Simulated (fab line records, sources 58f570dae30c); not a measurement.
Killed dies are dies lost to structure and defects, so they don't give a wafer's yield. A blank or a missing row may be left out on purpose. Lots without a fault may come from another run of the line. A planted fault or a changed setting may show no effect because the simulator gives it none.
Which tool did it? | flow berkeley_cmos170 | 14 lots, 42 wafers sampled, at 2 steps of a route of 331

WHAT THE GAUGES READ, wafer by wafer
UCB170_PWELL_OVL_MEAS_13.
lot  | measured    | on         | PWELL_OVL (nm)
L363 | day 3 09:17 | overlay-01 | -3 -1 1
L364 | day 3 21:19 | overlay-01 | 4 2 0
L365 | day 3 21:29 | overlay-01 | -6 -3 -7
L366 | day 3 21:35 | overlay-02 | 4 1 6
L367 | day 4 02:14 | overlay-01 | 4 3 7
L368 | day 4 12:10 | overlay-02 | 1 7 0
L369 | day 4 12:26 | overlay-01 | 0 1 2
L370 | day 4 21:47 | overlay-01 | -4 -2 -6
L374 | day 5 12:24 | overlay-02 | -9 -3 -3
L376 | day 6 00:19 | overlay-01 | -3 5 2
L378 | day 6 06:43 | overlay-01 | -3 5 4
L383 | day 7 13:53 | overlay-02 | -4 2 -2
L385 | day 8 01:57 | overlay-01 | 3 -2 -1
L386 | day 8 02:06 | overlay-02 | -4 -7 -2

WHICH TOOL RAN EACH LOT (tool, then ch and the chambers of the sampled wafers, then the start)
lot  | UCB170_ZERO_STRIP_07
L363 | plasma_asher-04 ch 0,1, day 2 01:37
L364 | plasma_asher-01 ch 0,1, day 2 08:43
L365 | plasma_asher-04 ch 0,1, day 2 10:59
L366 | plasma_asher-01 ch 0, day 2 11:14
L367 | plasma_asher-04 ch 0,1, day 2 19:28
L368 | plasma_asher-03 ch 0,1, day 3 02:32
L369 | plasma_asher-01 ch 0,1, day 3 02:48
L370 | plasma_asher-01 ch 0,1, day 3 09:23
L374 | plasma_asher-04 ch 0,1, day 4 05:01
L376 | plasma_asher-04 ch 0,1, day 4 12:35
L378 | plasma_asher-03 ch 0,1, day 5 00:46
L383 | plasma_asher-04 ch 0,1, day 6 03:25
L385 | plasma_asher-03 ch 0,1, day 6 13:50
L386 | plasma_asher-03 ch 0,1, day 6 18:47
- UCB170_ZERO_STRIP_07: strips in O2.

WHAT THE TOOLS THEMSELVES READ (means of the sampled wafers that have a number; where no wafer has one, the mark that the record gives instead)
UCB170_ZERO_STRIP_07.
lot  | tool            | drypump_motor_current_A (A) | oes_product_au (a.u.) | strip_time_to_endpoint_s (s)
L363 | plasma_asher-04 | 5.5                         | 0.725                 | 21.40
L364 | plasma_asher-01 | 6.4                         | 0.727                 | 21.36
L365 | plasma_asher-04 | 5.7                         | 0.728                 | 21.39
L366 | plasma_asher-01 | 6.5                         | 0.729                 | 21.47
L367 | plasma_asher-04 | 5.5                         | 0.726                 | 21.42
L368 | plasma_asher-03 | 5.9                         | 0.728                 | 21.50
L369 | plasma_asher-01 | 6.4                         | 0.728                 | 21.49
L370 | plasma_asher-01 | 6.4                         | 0.725                 | 21.41
L374 | plasma_asher-04 | 5.8                         | 0.725                 | 21.46
L376 | plasma_asher-04 | 5.5                         | 0.728                 | 21.48
L378 | plasma_asher-03 | 6.0                         | 0.728                 | 21.44
L383 | plasma_asher-04 | 5.5                         | 0.725                 | 21.45
L385 | plasma_asher-03 | 6.0                         | 0.728                 | 21.42
L386 | plasma_asher-03 | 6.0                         | 0.723                 | 21.45

THE ANSWER, worked out from the rows above alone
Rule: what is usual is taken from the lots themselves. Put in order of their means at a reading, lots are off if they are a third of the lots or fewer, leave a main group of 4 or more, and stand apart from it by a gap of 3 or more times the standard deviation of the main group's means; of several such gaps the widest counts. A main group whose means are all the same, to the digits that the tables above print for the reading, isn't used. A lot without any number at a reading at which 4 lots or more have one is off too. The other lots that the step has rows for count as sound. The gauges are gone through in route order, then the tools' own readings, and for those a lot's mean is taken as printed above. The first step at which some lot is off is used, and at that step the reading that is off furthest; a lot without a number counts as furthest.
No lot is off at any reading shown: from this, nothing can be told.

WHAT THE SIMULATOR HAD PUT IN
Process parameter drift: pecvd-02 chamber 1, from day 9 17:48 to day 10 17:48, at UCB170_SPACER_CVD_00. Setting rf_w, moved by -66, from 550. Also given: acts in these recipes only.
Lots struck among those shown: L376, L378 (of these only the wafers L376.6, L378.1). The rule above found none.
